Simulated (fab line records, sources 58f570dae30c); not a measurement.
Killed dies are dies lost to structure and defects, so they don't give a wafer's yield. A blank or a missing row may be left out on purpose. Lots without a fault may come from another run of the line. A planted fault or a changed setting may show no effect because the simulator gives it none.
Which tool did it? | flow berkeley_cmos170 | 7 lots, 21 wafers sampled, at 2 steps of a route of 331

WHAT THE GAUGES READ, wafer by wafer
UCB170_M2_THK_MEAS_03: measures by xrf.
lot  | measured     | on            | M2_AL_THK (nm)
L667 | day 7 15:43  | film_metro-04 | 893 903 892
L671 | day 8 21:44  | film_metro-02 | 901 892 901
L674 | day 9 09:52  | film_metro-02 | 893 903 882
L677 | day 9 10:07  | film_metro-02 | 914 900 894
L680 | day 11 06:19 | film_metro-02 | 911 917 921
L687 | day 11 23:25 | film_metro-04 | 907 916 909
L689 | day 12 08:29 | film_metro-03 | 903 909 908

WHICH TOOL RAN EACH LOT (tool, then ch and the chambers of the sampled wafers, then the start)
lot  | UCB170_ZERO_STRIP_07
L667 | plasma_asher-04 ch 0,1, day 1 22:49
L671 | plasma_asher-02 ch 0,1, day 2 18:55
L674 | plasma_asher-02 ch 0,1, day 3 11:12
L677 | plasma_asher-03 ch 0,1, day 4 00:52
L680 | plasma_asher-04 ch 0,1, day 4 19:04
L687 | plasma_asher-04 ch 0,1, day 6 02:43
L689 | plasma_asher-04 ch 0,1, day 6 15:08
- UCB170_ZERO_STRIP_07: strips in O2.

THE ANSWER, worked out from the rows above alone
Rule: what is usual is taken from the lots themselves. Put in order of their means at a reading, lots are off if they are a third of the lots or fewer, leave a main group of 4 or more, and stand apart from it by a gap of 3 or more times the standard deviation of the main group's means; of several such gaps the widest counts. A main group whose means are all the same, to the digits that the tables above print for the reading, isn't used. A lot without any number at a reading at which 4 lots or more have one is off too. The other lots that the step has rows for count as sound.
No lot is off at any reading shown: from this, nothing can be told.

WHAT THE SIMULATOR HAD PUT IN
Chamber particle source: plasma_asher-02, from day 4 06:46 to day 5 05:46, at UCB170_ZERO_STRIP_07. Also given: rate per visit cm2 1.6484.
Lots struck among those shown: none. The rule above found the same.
